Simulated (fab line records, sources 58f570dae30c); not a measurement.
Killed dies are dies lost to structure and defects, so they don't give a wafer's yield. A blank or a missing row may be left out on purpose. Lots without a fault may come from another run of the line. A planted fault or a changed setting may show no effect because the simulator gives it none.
Problem report in the 8D (eight disciplines) form, filled by code | flow berkeley_cmos170 | the parts of the form that need people (team, actions taken, sign-off) are left out

1. THE PROBLEM
PWELL_NITRIDE_THK at UCB170_PWELL_THK_MEAS_06 reads a mean of 207.0 nm on 6 wafers of 2 lots; wafers without a fault read 218.5 nm with a standard deviation of 2. That is -5.8 standard deviations from the usual mean.
First seen on wafer L268.1, day 6 00:44, on film_metro-03. The record holds 42 wafers of 14 lots with a number at this step. Rule for "out", or "out of limits": more than 4 standard deviations from the usual mean. The other wafers with a number count as sound.

2. WHAT IT IS AND WHAT IT IS NOT
question                    | is                           | is not
which readings at this step | PWELL_NITRIDE_THK            | -
which lots                  | L267, L268                   | L256, L257, L258, L259, L260, L261, L262, L263, L265, L269, L276, L278
which wafers of those lots  | all that have a number       | -
read on which gauges        | film_metro-03, film_metro-04 | film_metro-01
when                        | from day 6 00:44             | up to then (27 sound wafers); but 9 sound wafers of L269, L276, L278 came after

3. SUSPECTS, AND WHAT RULES EACH OUT
Counting: a tool at a process step up to the reading stays a suspect if it ran every lot that is out and no sound lot after the first of them.
- the gauge at UCB170_PWELL_THK_MEAS_06: ruled out. The wafers that are out were read on 2 gauges (film_metro-03, film_metro-04).
- lpcvd-01 at UCB170_PWELL_CVD_05 (deposits Si3N4 from SiH2Cl2/NH3, target thk 220 nm, time 3300 s): kept. It ran every lot that is out, first L267 (day 5 22:49), and no sound lot after that; its last sound lot up to then is L265 (day 5 08:51). Its own readings are out on those wafers: sih2cl2_flow_sccm.
Left after counting: lpcvd-01 at UCB170_PWELL_CVD_05.

4. THE CAUSE (what the simulator had put in)
Process parameter drift: lpcvd-01, from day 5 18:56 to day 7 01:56, at UCB170_PWELL_CVD_05. Setting sih2cl2_flow_sccm, moved by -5, from 25. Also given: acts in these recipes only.
Counting left only this tool.

5. THE CHAIN OF EFFECTS, in route order
Each row: a reading whose mean over the struck wafers that have a number lies more than 3 standard deviations from the usual. Only readings for which the record gives a usual standard deviation are gone through. hours: the time from each lot's start at the first step in this table that gives one to its start at this step, as a median over the lots. sigmas: the change in usual standard deviations.
hours | step                     | reading           | usual      | on struck wafers | change | sigmas
0     | UCB170_PWELL_CVD_05      | sih2cl2_flow_sccm | 24.97 sccm | 19.99            | -4.98  | -69
2     | UCB170_PWELL_THK_MEAS_06 | PWELL_NITRIDE_THK | 218.5 nm   | 207.0            | -11.5  | -5.8
The process steps in it:
- UCB170_PWELL_CVD_05: deposits Si3N4 from SiH2Cl2/NH3, target thk 220 nm, time 3300 s.
Later measuring or inspecting steps at which every struck wafer that the step has a row for has a number for every such reading, and none has moved that far: UCB170_NVT_OVL_MEAS_06.

6. WHAT WOULD HAVE CAUGHT IT SOONER
In this record the first reading out of limits at a measuring or inspecting step was taken at day 6 00:44, 6 hours after the fault began at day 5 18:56.
The tool's own readings at UCB170_PWELL_CVD_05 were out on every struck wafer that the step has a row for (sih2cl2_flow_sccm): an alarm limit on them would have fired on the first of those.
All the lots that are out (2) had begun UCB170_PWELL_CVD_05 on lpcvd-01 by day 6 00:44. A hold on the tool at that time would have spared none of them.
